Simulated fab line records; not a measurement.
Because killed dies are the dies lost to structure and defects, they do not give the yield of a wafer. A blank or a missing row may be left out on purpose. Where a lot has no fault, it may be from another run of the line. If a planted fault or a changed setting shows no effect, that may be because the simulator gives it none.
Comparing a struck lot with a sound one :: flow rit cmos :: 27 out of 202 route steps
Sound: the wafers L840.2, L840.4, L840.5. Wafers L850.1, L850.4, L850.5 were the ones struck. The cause is given at the end.
Each step with rows lists, per side, the tool, then ch with its chambers, then its first start. Under that, the readings that differ: sound wafers :: struck wafers :: difference of the means :: sigmas: that difference in standard deviations of wafers without a fault.
alike: same words and numbers on both sides, and readings whose means sit less than 2 such deviations apart. not compared: any withheld reading, any reading some wafer has no value for, any bound like >300 that may hide the same value, and any number with overlapping values for which the record gives no deviation.
A row with sigmas, a row that says differs or no value, or rows on one side alone: a step with any of these is where the two part. When numbers do not overlap yet have no deviation, they are printed without sigmas and do not part them. A reading that every wafer of one side lacks parts them only if that side has two wafers or more.

first, 4 steps without rows for these wafers: RIT_CONTACT_SOFTBAKE_04 (time 60 s); RIT_CONTACT_EXPOSE_05 (exposes mask M11, target cd 1000 nm); RIT_CONTACT_PEB_06; RIT_CONTACT_DEVELOP_07 (develop time 120 s).
RIT_CONTACT_CD_MEAS_08 targets a cd of 1000 nm.
  sound on cd sem-02, day 3 08:05; struck on cd sem-01, day 5 10:42
  alike: cd nm
RIT_CONTACT_OVL_MEAS_09:
  sound on overlay-02, day 3 08:11; struck on overlay-02, day 5 10:49
  alike: CONTACT_OVL
then, 1 step without rows for these wafers: RIT_CONTACT_HARDBAKE_10 (time 60 s).
RIT_CONTACT_ETCH_11: etches SiO2 in CHF3/CF4/Ar, stops on TiSi2, target depth 480 nm, time 320 s.
  sound on rie diel-03 ch 0,2,3, day 3 08:22; struck on rie diel-03 ch 0,2, day 5 11:06
  alike: drypump motor current A, oes product au, throttle valve pct
  not compared: rf hours counter h
RIT_CONTACT_STRIP_12: strips in O2, time 180 s.
  sound on plasma asher-04 ch 0,1, day 3 08:34; struck on plasma asher-03 ch 0,1, day 5 11:18
  alike: drypump motor current A, o2 flow sccm
  not compared: rf hours counter h
RIT_CONTACT_CD_MEAS_90 targets a cd of 1000 nm.
  sound on cd sem-01, day 3 08:46; struck on cd sem-02, day 5 11:28
  alike: cd nm
then, 2 steps without rows for these wafers: RIT_CONTACT_CLEAN_13 (cleans in SC1, time 600 s); RIT_CONTACT_CLEAN_14 (cleans in SC2, time 600 s).
RIT_M1_SPUTTER_00: material Al, target thk 400 nm, time 500 s.
  sound on pvd sputter-04, day 3 09:14; struck on pvd sputter-04, day 5 11:58
reading: chamber pressure pa (Pa)
sound: 0.4001 0.4009 0.4007
struck: 0.4189 0.4182 0.4185
difference: +0.0180
sigmas: +23
  alike: throttle valve pct
RIT_M1_RS_MEAS_01: measurement is done with a four-point probe.
  sound on film metro-02, day 3 09:32; struck on film metro-02, day 5 12:15
  alike: M1_AL_RS
RIT_M1_THK_MEAS_02: measures by xrf.
  sound on film metro-02, day 3 09:39; struck on film metro-02, day 5 12:22
  alike: M1_AL_THK
then, 6 steps without rows for these wafers: RIT_M1_HMDS_03 (prime time 60 s); RIT_M1_COAT_04 (resist thk 1300 nm); RIT_M1_SOFTBAKE_05 (time 60 s); RIT_M1_EXPOSE_06 (exposes mask M12, target cd 2600 nm); RIT_M1_PEB_07; RIT_M1_DEVELOP_08 (develop time 68 s).
RIT_M1_CD_MEAS_09 targets a cd of 2600 nm.
  sound on cd sem-02, day 3 10:53; struck on cd sem-01, day 5 13:26
  alike: cd nm
  not compared: hold
RIT_M1_OVL_MEAS_10:
  sound on overlay-01, day 3 10:59; struck on overlay-01, day 5 13:34
  alike: M1_OVL
  not compared: hold
then, 1 step without rows for these wafers: RIT_M1_HARDBAKE_11 (time 120 s).
RIT_M1_METAL_ETCH_12: etches Al in Cl2/BCl3, stops on SiO2, time 165 s, target depth 600 nm.
  sound on rie metal-03 ch 0,1, day 3 11:16; struck on rie metal-04 ch 0,1, day 5 13:50
  alike: drypump motor current A, mfc cl2 sccm, oes product au, throttle valve pct
  not compared: rf hours counter h, model.M1.cd nm
then, 1 step without rows for these wafers: RIT_M1_STRIP_13 (strips in nmp, time 600 s).
RIT_M1_PROBE_99:
  sound on prober-01, day 3 13:35; struck on prober-01, day 5 16:16
  alike: defect limited yield, killed at contacts, killed at front end, killed dies, killed open, killed short, sort_bin_3_pad_short, sort_bin_5_function, sort_bin_6_memory, sort n pass, sort yield pct

## WHERE THEY PART
At RIT_M1_SPUTTER_00 and nowhere else, as far as this record goes. Later steps at which nothing parts them and some readings are alike: RIT_M1_RS_MEAS_01, RIT_M1_THK_MEAS_02, RIT_M1_CD_MEAS_09, RIT_M1_OVL_MEAS_10, RIT_M1_METAL_ETCH_12, RIT_M1_PROBE_99.

WHY: what the simulator had put in
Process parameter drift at RIT_M1_SPUTTER_00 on pvd sputter-04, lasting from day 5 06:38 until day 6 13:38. A move of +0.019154 in setting chamber pressure pa, from 0.4.
